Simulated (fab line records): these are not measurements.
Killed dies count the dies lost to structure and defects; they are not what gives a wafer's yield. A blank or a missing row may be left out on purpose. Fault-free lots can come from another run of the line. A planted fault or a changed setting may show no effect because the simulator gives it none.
Which tool is to blame? / flow rit cmos / 13 lots with 39 wafers sampled at 2 steps, on a route of 202 steps

## WHAT THE GAUGES SHOWED, per wafer
No reading from a measuring or inspecting step in the record can be judged against a usual standard deviation.

## TOOL THAT RAN EACH LOT (tool first, then ch and the chambers of the sampled wafers, then the start)
lot=L529; RIT_PWELL_EXPOSE_03=iline stepper-02 ch 0, day 1 21:29; RIT_M1_PROBE_99=-
lot=L530; RIT_PWELL_EXPOSE_03=iline stepper-01 ch 0, day 2 03:04; RIT_M1_PROBE_99=-
lot=L531; RIT_PWELL_EXPOSE_03=iline stepper-02 ch 0, day 2 08:19; RIT_M1_PROBE_99=-
lot=L534; RIT_PWELL_EXPOSE_03=iline stepper-01 ch 0, day 2 22:34; RIT_M1_PROBE_99=-
lot=L536; RIT_PWELL_EXPOSE_03=iline stepper-01 ch 0, day 3 09:16; RIT_M1_PROBE_99=-
lot=L537; RIT_PWELL_EXPOSE_03=iline stepper-01 ch 0, day 3 13:34; RIT_M1_PROBE_99=prober-01, day 5 04:11
lot=L538; RIT_PWELL_EXPOSE_03=iline stepper-01 ch 0, day 3 19:44; RIT_M1_PROBE_99=prober-02, day 5 10:58
lot=L539; RIT_PWELL_EXPOSE_03=iline stepper-02 ch 0, day 4 01:04; RIT_M1_PROBE_99=prober-01, day 5 14:01
lot=L542; RIT_PWELL_EXPOSE_03=iline stepper-02 ch 0, day 4 16:04; RIT_M1_PROBE_99=prober-02, day 6 08:43
lot=L545; RIT_PWELL_EXPOSE_03=iline stepper-02 ch 0, day 5 10:59; RIT_M1_PROBE_99=prober-01, day 7 04:58
lot=L549; RIT_PWELL_EXPOSE_03=iline stepper-02 ch 0, day 6 04:47; RIT_M1_PROBE_99=-
lot=L550; RIT_PWELL_EXPOSE_03=iline stepper-02 ch 0, day 6 08:25; RIT_M1_PROBE_99=prober-02, day 8 01:59
lot=L552; RIT_PWELL_EXPOSE_03=iline stepper-02 ch 0, day 6 20:06; RIT_M1_PROBE_99=prober-02, day 8 11:07
- RIT_PWELL_EXPOSE_03: exposes mask M3, target cd 43700 nm.
- RIT_M1_PROBE_99

## AS READ BY THE TOOLS THEMSELVES (means over the sampled wafers that have a number; for cases with no such wafer, the mark the record gives instead)
RIT_PWELL_EXPOSE_03. Usual: focus offset nm at 0.0 nm, with a standard deviation of 0.49.
lot=L529; tool=iline stepper-02; focus offset nm (nm)=-0.1; flag=
lot=L530; tool=iline stepper-01; focus offset nm (nm)=-0.6; flag=
lot=L531; tool=iline stepper-02; focus offset nm (nm)=-0.1; flag=
lot=L534; tool=iline stepper-01; focus offset nm (nm)=0.1; flag=
lot=L536; tool=iline stepper-01; focus offset nm (nm)=0.0; flag=
lot=L537; tool=iline stepper-01; focus offset nm (nm)=0.4; flag=
lot=L538; tool=iline stepper-01; focus offset nm (nm)=-0.7; flag=
lot=L539; tool=iline stepper-02; focus offset nm (nm)=-0.2; flag=
lot=L542; tool=iline stepper-02; focus offset nm (nm)=-0.0; flag=
lot=L545; tool=iline stepper-02; focus offset nm (nm)=0.0; flag=
lot=L549; tool=iline stepper-02; focus offset nm (nm)=0.0; flag=
lot=L550; tool=iline stepper-02; focus offset nm (nm)=0.2; flag=
lot=L552; tool=iline stepper-02; focus offset nm (nm)=0.6; flag=

RIT_M1_PROBE_99. Usual: killed at contacts 0.1, standard deviation 0.31; killed at front end 7.1, standard deviation 2.8; killed dies 7.2, standard deviation 2.8; killed on rim 1.8, standard deviation 1.3; killed open 3.5, standard deviation 2; killed short 3.7, standard deviation 1.9.
lot=L537; tool=prober-01; killed at contacts=0.0; killed at front end=5.7; killed dies=5.7; killed on rim=2.3; killed open=2.7; killed short=3.0; flag=
lot=L538; tool=prober-02; killed at contacts=0.3; killed at front end=5.7; killed dies=6.0; killed on rim=0.7; killed open=3.0; killed short=3.0; flag=
lot=L539; tool=prober-01; killed at contacts=0.0; killed at front end=8.0; killed dies=8.0; killed on rim=2.3; killed open=4.0; killed short=4.0; flag=
lot=L542; tool=prober-02; killed at contacts=0.3; killed at front end=6.3; killed dies=6.7; killed on rim=2.3; killed open=5.0; killed short=1.7; flag=
lot=L545; tool=prober-01; killed at contacts=0.0; killed at front end=5.3; killed dies=5.3; killed on rim=1.0; killed open=2.0; killed short=2.3; flag=
lot=L550; tool=prober-02; killed at contacts=0.0; killed at front end=7.0; killed dies=7.0; killed on rim=2.3; killed open=2.3; killed short=4.7; flag=
lot=L552; tool=prober-02; killed at contacts=0.0; killed at front end=4.3; killed dies=4.3; killed on rim=1.0; killed open=1.3; killed short=3.0; flag=

## THE ANSWER, worked out from the rows above alone
Rule: a lot counts as off when the mean over its wafers that have a number is more than 3 standard deviations away from the usual mean. A lot without any number at a reading at which 4 lots or more have one is off too. Where the step has rows for the other lots, those lots are counted as sound. First the gauges in route order, then the tools' own readings, where a lot's mean is used as printed above. The first step at which some lot is off is used, and at that step the reading that is off furthest; a lot without a number counts as furthest.
None of the lots is off at any reading shown; this tells nothing.

## WHAT WAS PUT IN BY THE SIMULATOR
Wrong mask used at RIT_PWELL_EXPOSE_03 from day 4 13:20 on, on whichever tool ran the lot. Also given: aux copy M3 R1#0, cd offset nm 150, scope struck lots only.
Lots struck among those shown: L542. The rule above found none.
